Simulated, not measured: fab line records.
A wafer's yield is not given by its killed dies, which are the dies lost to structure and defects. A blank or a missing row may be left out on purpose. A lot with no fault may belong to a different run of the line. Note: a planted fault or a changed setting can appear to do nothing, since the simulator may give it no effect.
Struck lot and sound lot, side by side	flow rit cmos	27 out of 202 route steps
Sound: wafers L401.2, L401.4, L401.5. Struck: wafer L413.5 (left out: L413.3, L413.6 of the same lot, which were not struck); the cause appears at the end.
At each step with rows: each side's tool, then ch and its chambers, then its first start. Under that, the readings that differ: sound wafers	struck wafers	difference of the means	sigmas: that difference in standard deviations of wafers without a fault.
alike: same words and numbers on both sides, and readings whose means sit less than 2 such deviations apart. not compared: any withheld reading, any reading some wafer has no value for, any bound like >300 that may hide the same value, and any number with overlapping values for which the record gives no deviation.
The two part at a step that has a row with sigmas, a row that says differs or no value, or rows on one side only. Non-overlapping numbers with no deviation appear without sigmas and do not part them. A reading missing from all wafers of one side parts the sides only when that side holds two or more wafers.

first, 4 steps without rows for these wafers: RIT_CONTACT_SOFTBAKE_04 (time 60 s); RIT_CONTACT_EXPOSE_05 (exposes mask M11, target cd 1000 nm); RIT_CONTACT_PEB_06; RIT_CONTACT_DEVELOP_07 (develop time 120 s).
RIT_CONTACT_CD_MEAS_08: target cd 1000 nm.
  sound: cd sem-01 at day 5 13:14; struck: cd sem-02 at day 8 05:03
  alike: cd nm
RIT_CONTACT_OVL_MEAS_09:
  sound: overlay-01 at day 5 13:20; struck: overlay-02 at day 8 05:08
  alike: CONTACT_OVL
then, 1 step without rows for these wafers: RIT_CONTACT_HARDBAKE_10 (time 60 s).
RIT_CONTACT_ETCH_11: etches SiO2 in CHF3/CF4/Ar, stops on TiSi2, target depth 480 nm, time 320 s.
  sound on rie diel-04 ch 1,2, day 5 13:31; struck on rie diel-02 ch 1, day 8 05:19
  alike: CHF3_flow_sccm, drypump motor current A, oes product au, rf fwd power W, throttle valve pct
  not compared: rf hours counter h
RIT_CONTACT_STRIP_12: strips in O2, time 180 s.
  sound on plasma asher-03 ch 0, day 5 13:43; struck on plasma asher-04 ch 1, day 8 05:34
  alike: drypump motor current A
  not compared: rf hours counter h
RIT_CONTACT_CD_MEAS_90: target cd 1000 nm.
  sound: cd sem-01 at day 5 13:55; struck: cd sem-02 at day 8 05:45
  alike: cd nm
then, 2 steps without rows for these wafers: RIT_CONTACT_CLEAN_13 (cleans in SC1, time 600 s); RIT_CONTACT_CLEAN_14 (cleans in SC2, time 600 s).
RIT_M1_SPUTTER_00: material Al, target thk 400 nm, time 500 s.
  sound: pvd sputter-01 at day 5 14:22; struck: pvd sputter-02 at day 8 06:11
reading	sound	struck	difference	sigmas
model.Al_of_M1_SPUTTER_00.thk nm (nm)	390.8 393.3 396.1	389.7	-3.7	
  alike: throttle valve pct
RIT_M1_RS_MEAS_01: measures by four-point-probe.
  sound: film metro-01 at day 5 14:41; struck: film metro-01 at day 8 06:31
  alike: M1_AL_RS
RIT_M1_THK_MEAS_02: measures by xrf.
  sound: film metro-01 at day 5 14:48; struck: film metro-01 at day 8 06:37
reading	sound	struck	difference	sigmas
M1_AL_THK (nm)	393 402 402	388	-11	-3
then, 6 steps without rows for these wafers: RIT_M1_HMDS_03 (prime time 60 s); RIT_M1_COAT_04 (resist thk 1300 nm); RIT_M1_SOFTBAKE_05 (time 60 s); RIT_M1_EXPOSE_06 (exposes mask M12, target cd 2600 nm); RIT_M1_PEB_07; RIT_M1_DEVELOP_08 (develop time 68 s).
RIT_M1_CD_MEAS_09: target cd 2600 nm.
  sound: cd sem-02 at day 5 16:05; struck: cd sem-02 at day 8 07:42
reading	sound	struck	difference	sigmas
cd nm (nm)	2600.5 2600.1 2602.6	2594.9	-6.2	-2
RIT_M1_OVL_MEAS_10:
  sound: overlay-01 at day 5 16:11; struck: overlay-01 at day 8 07:47
  alike: M1_OVL
then, 1 step without rows for these wafers: RIT_M1_HARDBAKE_11 (time 120 s).
RIT_M1_METAL_ETCH_12: etches Al in Cl2/BCl3, stops on SiO2, time 165 s, target depth 600 nm.
  sound on rie metal-04 ch 0,1, day 5 16:45; struck on rie metal-01 ch 0, day 8 08:07
reading	sound	struck	difference	sigmas
throttle valve pct (%)	8.16 8.17 8.05	8.41	+0.28	+2
model.etch.depth nm (nm)	390.8 393.3 396.1	389.7	-3.7	
model.M1.feature depth nm (nm)	423.3 425.8 428.9	422.4	-3.6	
  alike: drypump motor current A, oes product au, rf fwd power W
  not compared: rf hours counter h
then, 1 step without rows for these wafers: RIT_M1_STRIP_13 (strips in nmp, time 600 s).
RIT_M1_PROBE_99:
  sound: prober-01 at day 5 19:17; struck: prober-01 at day 8 10:32
  alike: killed at contacts, killed at front end, killed dies, killed open, killed short

== WHERE THEY PART ==
Earliest at RIT_M1_THK_MEAS_02; latest, in this record, at RIT_M1_METAL_ETCH_12. Later steps at which nothing parts them and some readings are alike: RIT_M1_PROBE_99.

WHY: what had been put in by the simulator
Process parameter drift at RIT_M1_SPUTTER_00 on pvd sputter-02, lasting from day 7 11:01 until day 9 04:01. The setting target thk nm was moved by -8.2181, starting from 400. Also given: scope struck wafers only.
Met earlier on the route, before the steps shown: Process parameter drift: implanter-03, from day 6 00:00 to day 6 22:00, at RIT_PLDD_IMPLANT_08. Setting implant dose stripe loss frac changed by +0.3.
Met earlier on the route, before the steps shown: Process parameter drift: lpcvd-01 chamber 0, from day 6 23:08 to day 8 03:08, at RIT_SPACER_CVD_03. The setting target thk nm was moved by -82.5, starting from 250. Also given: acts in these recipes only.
